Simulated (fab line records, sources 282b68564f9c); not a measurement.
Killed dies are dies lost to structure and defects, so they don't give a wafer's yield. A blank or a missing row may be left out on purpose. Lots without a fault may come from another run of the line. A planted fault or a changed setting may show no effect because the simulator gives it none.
Which tool did it? | flow rit_cmos | 14 lots, 42 wafers sampled, at 2 steps of a route of 202

WHAT THE GAUGES READ, wafer by wafer
The record holds no reading of a measuring or inspecting step that can be judged against a usual standard deviation.

WHICH TOOL RAN EACH LOT (tool, then ch and the chambers of the sampled wafers, then the start)
lot  | RIT_PLDD_SOFTBAKE_02             | RIT_M1_PROBE_99
L806 | litho_track-04 ch 0, day 2 19:22 | prober-01, day 3 11:11
L807 | litho_track-04 ch 0, day 3 02:14 | prober-02, day 3 18:29
L808 | litho_track-03 ch 0, day 3 04:43 | prober-01, day 3 21:44
L809 | litho_track-02 ch 0, day 3 09:43 | prober-02, day 4 01:41
L811 | litho_track-03 ch 0, day 3 20:30 | prober-02, day 4 10:50
L812 | litho_track-03 ch 0, day 4 01:53 | prober-01, day 4 17:32
L815 | litho_track-04 ch 0, day 4 19:44 | prober-02, day 5 10:52
L816 | litho_track-04 ch 0, day 4 23:15 | prober-01, day 5 14:29
L817 | litho_track-04 ch 0, day 5 04:23 | prober-02, day 5 19:52
L819 | litho_track-03 ch 0, day 5 11:54 | prober-02, day 6 03:31
L826 | litho_track-02 ch 0, day 6 21:56 | prober-01, day 7 12:34
L827 | litho_track-02 ch 0, day 7 04:07 | prober-02, day 7 18:50
L828 | litho_track-03 ch 0, day 7 07:43 | prober-01, day 7 22:34
L829 | litho_track-02 ch 0, day 7 12:49 | prober-02, day 8 03:36
- RIT_PLDD_SOFTBAKE_02: time 60 s.
- RIT_M1_PROBE_99

WHAT THE TOOLS THEMSELVES READ (means of the sampled wafers that have a number; where no wafer has one, the mark that the record gives instead)
RIT_PLDD_SOFTBAKE_02.
lot  | tool           | exhaust_pa (Pa) | heater_power_total_W (W) | plate_temp_C (C)
L806 | litho_track-04 | 45.3            | 34.49                    | 89.90
L807 | litho_track-04 | 44.6            | 34.54                    | 89.85
L808 | litho_track-03 | 44.2            | 34.58                    | 90.06
L809 | litho_track-02 | 45.4            | 34.53                    | 89.92
L811 | litho_track-03 | 44.5            | 34.58                    | 90.03
L812 | litho_track-03 | 45.4            | 34.60                    | 89.84
L815 | litho_track-04 | 44.3            | 34.52                    | 90.11
L816 | litho_track-04 | 45.6            | 34.06                    | 88.94
L817 | litho_track-04 | 43.9            | 34.07                    | 89.16
L819 | litho_track-03 | 45.0            | 34.60                    | 89.93
L826 | litho_track-02 | 45.9            | 34.58                    | 89.94
L827 | litho_track-02 | 44.6            | 34.52                    | 90.00
L828 | litho_track-03 | 46.0            | 34.58                    | 90.05
L829 | litho_track-02 | 45.1            | 34.58                    | 90.09

RIT_M1_PROBE_99.
lot  | tool      | killed_at_M0_to_M3 | killed_at_contacts | killed_at_front_end | killed_dies | killed_on_rim | killed_open | killed_short
L806 | prober-01 | 0.3                | 0.0                | 7.0                 | 7.3         | 2.7           | 4.0         | 3.3
L807 | prober-02 | 0.0                | 0.3                | 11.0                | 11.3        | 4.3           | 7.0         | 3.7
L808 | prober-01 | 0.0                | 0.3                | 7.7                 | 8.0         | 2.7           | 3.0         | 5.0
L809 | prober-02 | 0.0                | 0.3                | 6.7                 | 7.0         | 2.3           | 5.0         | 2.0
L811 | prober-02 | 0.0                | 0.0                | 6.7                 | 6.7         | 2.0           | 2.7         | 4.0
L812 | prober-01 | 0.0                | 0.0                | 4.3                 | 4.3         | 1.3           | 2.0         | 2.3
L815 | prober-02 | 0.0                | 0.3                | 5.0                 | 5.3         | 1.7           | 2.7         | 2.7
L816 | prober-01 | 0.0                | 0.0                | 8.3                 | 8.3         | 2.3           | 2.0         | 6.3
L817 | prober-02 | 0.0                | 0.0                | 5.7                 | 5.7         | 2.0           | 3.0         | 2.7
L819 | prober-02 | 0.0                | 0.0                | 9.3                 | 9.3         | 1.7           | 4.7         | 4.7
L826 | prober-01 | 0.0                | 0.0                | 6.3                 | 6.3         | 3.3           | 2.7         | 3.7
L827 | prober-02 | 0.0                | 0.0                | 6.7                 | 6.7         | 2.3           | 3.7         | 3.0
L828 | prober-01 | 0.0                | 0.0                | 5.7                 | 5.7         | 2.7           | 1.0         | 4.7
L829 | prober-02 | 0.0                | 0.0                | 3.3                 | 3.3         | 0.3           | 2.0         | 1.3

THE ANSWER, worked out from the rows above alone
Rule: what is usual is taken from the lots themselves. Put in order of their means at a reading, lots are off if they are a third of the lots or fewer, leave a main group of 4 or more, and stand apart from it by a gap of 3 or more times the standard deviation of the main group's means; of several such gaps the widest counts. A main group whose means are all the same, to the digits that the tables above print for the reading, isn't used. A lot without any number at a reading at which 4 lots or more have one is off too. The other lots that the step has rows for count as sound. The gauges are gone through in route order, then the tools' own readings, and for those a lot's mean is taken as printed above. The first step at which some lot is off is used, and at that step the reading that is off furthest; a lot without a number counts as furthest.
Off: L816, L817, at RIT_PLDD_SOFTBAKE_02 (heater_power_total_W). The main group: mean 34.56 W, standard deviation 0.035.
A tool fits if, at that step or a process step before it, it ran every lot that is off, and no sound lot after the first of them. One fits: litho_track-04 at RIT_PLDD_SOFTBAKE_02. Its last sound lot is L815 (day 4 19:44), its first lot that is off L816 (day 4 23:15): a fault that began between those two fits.
The tool's own readings at RIT_PLDD_SOFTBAKE_02 bear it out: on the lots that are off they differ by more than 5 times the standard deviation of the sound lots' means. heater_power_total_W reads 34.06 W there against 34.56 W on the sound lots; plate_temp_C reads 89.05 C there against 89.98 C on the sound lots.

WHAT THE SIMULATOR HAD PUT IN
Process parameter drift: litho_track-04, from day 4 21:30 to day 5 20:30, at RIT_PLDD_SOFTBAKE_02. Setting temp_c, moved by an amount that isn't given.
Lots struck among those shown: L816, L817. The rule above found the same.
